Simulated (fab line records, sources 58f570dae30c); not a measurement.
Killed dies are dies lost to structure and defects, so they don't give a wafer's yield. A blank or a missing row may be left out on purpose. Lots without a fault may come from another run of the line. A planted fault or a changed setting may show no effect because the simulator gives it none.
A struck lot beside a sound one | flow berkeley_cmos170 | 17 steps out of a route of 331
Sound: wafers L558.2, L558.3, L558.4. Struck: wafers L560.1, L560.3, L560.6. The cause comes at the end.
At each step with rows: each side's tool, then ch and its chambers, then its first start. Under that, the readings that differ: sound wafers | struck wafers | difference of the means | sigmas: that difference in standard deviations of wafers without a fault.
alike: readings whose means differ by less than 2 such deviations, and words and numbers that are the same on both sides. not compared: withheld readings, readings that some wafer has no value for, bounds like >300 that may hide the same value, and numbers for which the record gives no deviation and whose values overlap.
The two part at a step that has a row with sigmas, a row that says differs or no value, or rows on one side only. Numbers that don't overlap but have no deviation are shown without sigmas and don't part them. A reading that every wafer of one side lacks parts them only if that side has two wafers or more.

UCB170_SACOX_THK_MEAS_02:
  sound on film_metro-02, day 6 04:46; struck on film_metro-04, day 7 04:26
  alike: SACOX_OXIDE_THK
then, 2 steps without rows for these wafers: UCB170_SCREENOX_WET_ETCH_00 (etches SiO2 in dHF, time 200 s); UCB170_SCREENOX_OXIDATION_01 (target thk 14.4 nm, ox time 2400 s).
UCB170_SCREENOX_THK_MEAS_02:
  sound on film_metro-02, day 6 07:44; struck on film_metro-01, day 7 11:11
  alike: SCREENOX_OXIDE_THK
then, 7 steps without rows for these wafers: UCB170_SCREENOX_ANNEAL_03 (time 900 s); UCB170_NVT_HMDS_00 (prime time 60 s); UCB170_NVT_COAT_01 (resist thk 900 nm); UCB170_NVT_SOFTBAKE_02 (time 60 s); UCB170_NVT_EXPOSE_03 (exposes mask PWELL, target cd 3000 nm); UCB170_NVT_PEB_04; UCB170_NVT_DEVELOP_05 (develop time 45 s).
UCB170_NVT_OVL_MEAS_06:
  sound on overlay-02, day 6 12:52; struck on overlay-01, day 7 16:14
  alike: NVT_OVL
UCB170_NVT_IMPLANT_07:
  sound on implanter-01 ch 0, day 6 12:55; struck on implanter-02 ch 0, day 7 16:16
  reading                   | sound             | struck            | difference | sigmas
  implant_ion_amu           | 49 49 49          | 11 11 11          | -38        |
  model.implant.rp_nm (nm)  | 36.93 36.93 36.93 | 161.3 161.3 161.3 | +124.4     |
  model.implant.drp_nm (nm) | 18.57 18.57 18.57 | 58.55 58.55 58.55 | +39.98     |
UCB170_NVT_STRIP_08: strips in O2.
  sound on plasma_asher-01 ch 0,1, day 6 13:02; struck on plasma_asher-04 ch 1, day 7 16:25
  reading                      | sound             | struck            | difference | sigmas
  drypump_motor_current_A (A)  | 6.0 6.0 6.1       | 5.3 5.3 5.3       | -0.7       | -2
  strip_time_to_endpoint_s (s) | 21.69 21.65 21.71 | 21.61 21.52 21.52 | -0.13      | -2
  alike: oes_product_au
  not compared: rf_hours_counter_h
UCB170_NVT_TW_MEAS_09:
  sound on film_metro-01, day 6 13:09; struck on film_metro-01, day 7 16:31
  reading | sound       | struck      | difference | sigmas
  NVT_TW  | 529 531 531 | 319 321 320 | -210       | -47
then, 1 step without rows for these wafers: UCB170_NVT_CLEAN_10 (cleans in SPM, time 600 s).
UCB170_M3_PROBE_99:
  the record has rows for the sound wafers here (prober-01, day 9 03:28) and none for the struck ones

WHERE THEY PART
First at UCB170_NVT_STRIP_08; last, within this record, at UCB170_M3_PROBE_99.

WHY: what the simulator had put in
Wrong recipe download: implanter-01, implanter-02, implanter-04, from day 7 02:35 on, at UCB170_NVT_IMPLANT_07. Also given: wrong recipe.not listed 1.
